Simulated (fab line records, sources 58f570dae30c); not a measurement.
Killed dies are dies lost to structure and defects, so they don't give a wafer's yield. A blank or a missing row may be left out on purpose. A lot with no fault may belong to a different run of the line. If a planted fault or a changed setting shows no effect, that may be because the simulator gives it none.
fab line records | flow berkeleyCmos170 | part 2 of 2: steps 26 to 35 of 35
[record] lots = 5 wafers = 15 lastDay = 13
route steps=331 shown NWELL@15 PWELL@34
lots that met no fault: from a run of the same line without faults
startH: the number of hours between the record's first day and the start of the first shown wafer of the lot | waitH: how many hours have passed since the lot's step before this one | " repeats the value in the row above | L1.1+2: a single row standing in for several wafers | - no value present, or no start provided | * or withheld: withheld | < > ~ a bound
route shown NAME@n: a module of which the file shows steps, and the number in the route of the first | usual: mean and standard deviation over wafers with no fault | same: alike in all rows | chamber/n: place in a boat | sites: per-site readings | _std_site: the standard deviation of these | _edge_site: the outer-site mean with the inner-site mean subtracted | radiusMm: how far each site lies from the wafer's centre | mask NAME#n: copy n | behind: the tool/chamber that last shaped the wafer | hold: cause of the lot's hold/its duration in hours/its outcome | device: whichever transistor did not switch (one of n, p or np) | end of line: the tests these same wafers got at the end of their route | a step without rows: its recipe alone | killed: not the wafer's yield, but the dies lost to structure and defects at the first sort | map: dies across one wafer; x = killed, . = not, _ = none there
set.NAME: setting as actually run; set.NAME@STEP: the setting as run at that earlier step | model.NAME: the simulator's own value behind a step, which no gauge read
lots seen at some steps along the route; tables by step, rows by wafer
services: when a tool's chamber went out of use (startH, in hours from the record's first day, below 0 if earlier), for how many hours, and the reason
[[steps]]
[step UCB170_PWELL_THK_MEAS_06]
[recipe] reads = Si3N4_of_PWELL_CVD_05
[usual] PWELL_NITRIDE_THK = 217.5/2.1
// columns lot.wafer tool chamber startH waitH PWELL_NITRIDE_THK[nm]
L079.1 filmMetro-02 - 79.19 0.0 214.3
L079.4 " - " " 213.0
L079.6 " - " " 214.8
L078.3 filmMetro-04 - 79.21 0.0 216.5
L078.4 " - " " 218.2
L078.5 " - " " 219.0
L085.2 filmMetro-01 - 112.54 0.0 215.1
L085.3 " - " " 214.1
L085.4 " - " " 215.0
L093.3 filmMetro-02 - 160.33 0.0 221.0
L093.5 " - " " 220.7
L093.6 " - " " 219.6
L095.4 filmMetro-02 - 176.95 0.0 214.8
L095.5 " - " " 214.7
L095.6 " - " " 216.1
[step UCB170_PWELL_HMDS_07]
[recipe] primeTimeS = 60 primeTempC = 100
[usual] exhaustPa = 44.7/0.85
// columns lot.wafer tool chamber startH waitH exhaustPa
L079.1 lithoTrack-01 0 79.29 0.1 45.0
L079.4 " 0 " " 45.8
L079.6 " 0 " " 46.1
L078.3 lithoTrack-03 0 79.37 0.2 44.9
L078.4 " 0 " " 44.5
L078.5 " 0 " " 44.8
L085.2 lithoTrack-03 0 112.86 0.3 44.9
L085.3 " 0 " " 45.9
L085.4 " 0 " " 43.5
L093.3 lithoTrack-03 0 160.42 0.1 44.8
L093.5 " 0 " " 43.8
L093.6 " 0 " " 45.2
L095.4 lithoTrack-03 0 177.08 0.1 44.1
L095.5 " 0 " " 45.1
L095.6 " 0 " " 45.6
[step UCB170_PWELL_COAT_08]
[recipe] resist = KrF spinRpm = 1500 resistThkNm = 900
[usual] exhaustPa = 44.9/0.98 spinSpeedRpm = 1499.8/1
// columns lot.wafer tool chamber startH waitH exhaustPa spinSpeedRpm
L079.1 lithoTrack-01 0 79.44 0.1 45.1 1498.0
L079.4 " 0 " " 44.8 1498.6
L079.6 " 0 " " 45.1 1500.4
L078.3 lithoTrack-03 0 79.52 0.1 45.1 1500.3
L078.4 " 0 " " 45.6 1499.3
L078.5 " 0 " " 46.3 1500.1
L085.2 lithoTrack-03 0 113.01 0.1 45.7 1500.9
L085.3 " 0 " " 44.8 1500.4
L085.4 " 0 " " 42.9 1501.6
L093.3 lithoTrack-03 0 160.57 0.1 45.6 1499.2
L093.5 " 0 " " 46.8 1498.3
L093.6 " 0 " " 46.3 1500.5
L095.4 lithoTrack-03 0 177.23 0.1 44.3 1500.6
L095.5 " 0 " " 44.5 1498.5
L095.6 " 0 " " 44.1 1498.3
[step UCB170_PWELL_SOFTBAKE_09]
[recipe] resist = KrF tempC = 130 timeS = 60
[usual] exhaustPa = 45.0/0.86 heaterPowerTotalW = 56.80/0.045
// columns lot.wafer tool chamber startH waitH exhaustPa heaterPowerTotalW
L079.1 lithoTrack-01 0 79.59 0.1 44.2 56.83
L079.4 " 0 " " 44.9 56.83
L079.6 " 0 " " 45.7 56.84
L078.3 lithoTrack-03 0 79.67 0.1 44.4 56.84
L078.4 " 0 " " 45.6 56.81
L078.5 " 0 " " 44.8 56.77
L085.2 lithoTrack-03 0 113.16 0.1 44.7 56.74
L085.3 " 0 " " 45.7 56.72
L085.4 " 0 " " 45.9 56.75
L093.3 lithoTrack-03 0 160.72 0.1 45.3 56.77
L093.5 " 0 " " 45.7 56.83
L093.6 " 0 " " 47.6 56.72
L095.4 lithoTrack-03 0 177.38 0.1 44.6 56.74
L095.5 " 0 " " 45.1 56.75
L095.6 " 0 " " 45.2 56.70
[step UCB170_PWELL_EXPOSE_10]
[recipe] maskId = PWELL targetCdNm = 3000 na = 0.5 sigmaOuter = 0.6 sourceShape = conventional doseMj = 19
// columns lot.wafer tool chamber startH waitH mask
L079.1+4+6 krfScanner-01 0 79.87 0.2 PWELL#0
L078.3+4+5 krfScanner-02 0 80.15 0.5 PWELL#0
L085.2+3+4 krfScanner-01 0 113.43 0.2 PWELL#0
L093.3+5+6 krfScanner-02 0 160.85 0.1 PWELL#0
L095.4+5+6 krfScanner-01 0 177.52 0.1 PWELL#0
[step UCB170_PWELL_PEB_11]
[recipe] pebTempC = 130 pebTimeS = withheld resist = KrF
[usual] exhaustPa = 45.2/0.85 heaterPowerTotalW = 56.80/0.047
// columns lot.wafer tool chamber startH waitH exhaustPa heaterPowerTotalW
L079.1 lithoTrack-02 0 79.98 0.1 43.9 56.82
L079.4 " 0 " " 44.9 56.80
L079.6 " 0 " " 43.6 56.76
L078.3 lithoTrack-02 0 80.31 0.1 44.3 56.76
L078.4 " 0 " " 44.3 56.87
L078.5 " 0 " " 44.6 56.85
L085.2 lithoTrack-02 0 113.56 0.1 44.6 56.86
L085.3 " 0 " " 44.7 56.82
L085.4 " 0 " " 45.0 56.74
L093.3 lithoTrack-02 0 160.98 0.1 45.5 56.81
L093.5 " 0 " " 45.8 56.70
L093.6 " 0 " " 45.9 56.79
L095.4 lithoTrack-03 0 177.81 0.3 44.6 56.87
L095.5 " 0 " " 46.7 56.75
L095.6 " 0 " " 44.9 56.80
[step UCB170_PWELL_DEVELOP_12]
[recipe] developer = TMAH developTimeS = 45 resist = KrF devTempC = 21
[usual] exhaustPa = 45.0/0.96
// columns lot.wafer tool chamber startH waitH exhaustPa
L079.1 lithoTrack-02 0 - - 45.2
L079.4 " 0 " " 45.2
L079.6 " 0 " " 44.3
L078.3 lithoTrack-02 0 - - 45.1
L078.4 " 0 " " 45.0
L078.5 " 0 " " 45.2
L085.2 lithoTrack-02 0 - - 45.0
L085.3 " 0 " " 44.4
L085.4 " 0 " " 42.8
L093.3 lithoTrack-02 0 - - 44.4
L093.5 " 0 " " 45.4
L093.6 " 0 " " 45.0
L095.4 lithoTrack-03 0 - - 46.5
L095.5 " 0 " " 46.9
L095.6 " 0 " " 45.3
[step UCB170_PWELL_OVL_MEAS_13]
[usual] PWELL_OVL = 0/6.2
// columns lot.wafer tool chamber startH waitH PWELL_OVL[nm]
L079.1 overlay-02 - 80.26 - 11
L079.4 " - " " -3
L079.6 " - " " 2
L078.3 overlay-02 - 80.54 - 6
L078.4 " - " " 8
L078.5 " - " " 6
L085.2 overlay-01 - 113.81 - 9
L085.3 " - " " -5
L085.4 " - " " 0
L093.3 overlay-01 - 161.22 - -4
L093.5 " - " " 3
L093.6 " - " " -1
L095.4 overlay-02 - 178.03 - -6
L095.5 " - " " -11
L095.6 " - " " -6
[step UCB170_PWELL_ETCH_14]
[recipe] chemistry = CH3F/Ar/O2 target = Si3N4 stopOn = SiO2 CH3F_flow_sccm = 20 Ar_flow_sccm = 50 O2_flow_sccm = 7 pressureMtorr = 50 rfW = 450 targetDepthA = 2420 overEtchFrac = 0.1 timeS = 151
[usual] O2_flow_sccm = 7.001/0.02 chamberPressureMTorr = 50.00/0.045 drypumpMotorCurrentA = 5.8/0.5 oesProductAu = 0.937/0.012 throttleValvePct = 8.07/0.09
// columns lot.wafer tool chamber startH waitH O2_flow_sccm chamberPressureMTorr drypumpMotorCurrentA oesProductAu rfHoursCounterH throttleValvePct
L079.1 rieDiel-04 1 80.29 0.0 6.969 50.00 6.4 0.918 112 8.18
L079.4 " 2 " " 7.000 49.88 5.7 0.941 114 8.08
L079.6 " 0 " " 7.021 50.11 5.0 0.939 - 8.13
L078.3 rieDiel-03 2 80.57 0.0 7.015 50.00 6.3 0.951 18 8.11
L078.4 " 1 " " 6.994 50.01 6.5 0.950 1 8.00
L078.5 " 1 " " 7.024 50.10 6.5 0.942 - 7.99
L085.2 rieDiel-04 1 113.84 0.0 6.987 50.01 6.4 0.917 114 8.17
L085.3 " 2 " " 7.005 49.97 5.7 0.932 116 8.06
L085.4 " 3 " " 7.009 50.00 5.7 0.904 41 7.93
L093.3 rieDiel-03 2 161.24 0.0 6.983 49.99 6.2 0.963 22 8.09
L093.5 " 2 " " 7.010 49.96 6.2 0.957 - 8.11
L093.6 " 3 " " 6.998 49.91 5.6 0.935 - 7.98
L095.4 rieDiel-03 3 178.05 0.0 7.000 50.00 5.5 0.936 119 7.97
L095.5 " 0 " " 7.030 49.99 5.8 0.920 - 7.95
L095.6 " 3 " " 7.013 49.97 5.6 0.939 - 7.97
[step UCB170_PWELL_IMPLANT_15]
[recipe] species = B doseCm2 = 5e+12 energyKev = 60.73 tiltDeg = 7
[usual] doseIonsCm2 = 4.999e+12/5.6e+09
// columns lot.wafer tool chamber startH waitH doseIonsCm2
L079.1 implanter-02 0 80.39 0.1 5.003e+12
L079.4 " 0 " " 5.007e+12
L079.6 " 0 " " 4.998e+12
L078.3 implanter-02 0 80.72 0.1 4.995e+12
L078.4 " 0 " " 4.997e+12
L078.5 " 0 " " 4.996e+12
L085.2 implanter-03 0 113.97 0.1 5.008e+12
L085.3 " 0 " " 4.991e+12
L085.4 " 0 " " 4.999e+12
L093.3 implanter-01 0 161.39 0.1 5.004e+12
L093.5 " 0 " " 4.992e+12
L093.6 " 0 " " 4.992e+12
L095.4 implanter-02 0 178.22 0.1 4.996e+12
L095.5 " 0 " " 5.005e+12
L095.6 " 0 " " 4.999e+12
[[services]]
// columns tool chamber startH hours kind
rieDiel-01 1 37.18 4.0 repair
rieDiel-01 - 62.63 0.7 repair
krfScanner-02 - 62.77 1.3 pm
furnace-04 - 68.39 4.1 pm
krfScanner-01 - 73.85 1.0 pm
rieDiel-03 0 86.74 10.0 repair
rieDiel-01 1 95.64 16.7 repair
krfScanner-01 - 105.07 1.3 pm
rieDiel-01 3 110.92 7.8 repair
rieDiel-03 2 114.24 1.7 repair
krfScanner-02 - 117.65 0.8 pm
krfScanner-01 - 127.44 0.2 repair
krfScanner-02 - 129.31 1.0 pm
furnace-02 - 130.45 3.1 pm
furnace-01 - 130.98 3.8 pm
furnace-01 - 134.79 5.0 pm
krfScanner-01 - 138.31 3.6 pm
rieDiel-01 3 138.92 3.2 repair
krfScanner-01 - 144.43 8.3 repair
rieDiel-01 2 146.41 5.2 repair
wetBench-04 - 151.85 2.1 repair
rieDiel-01 2 153.20 9.3 repair
krfScanner-01 - 154.98 0.8 pm
furnace-04 - 159.65 3.7 pm
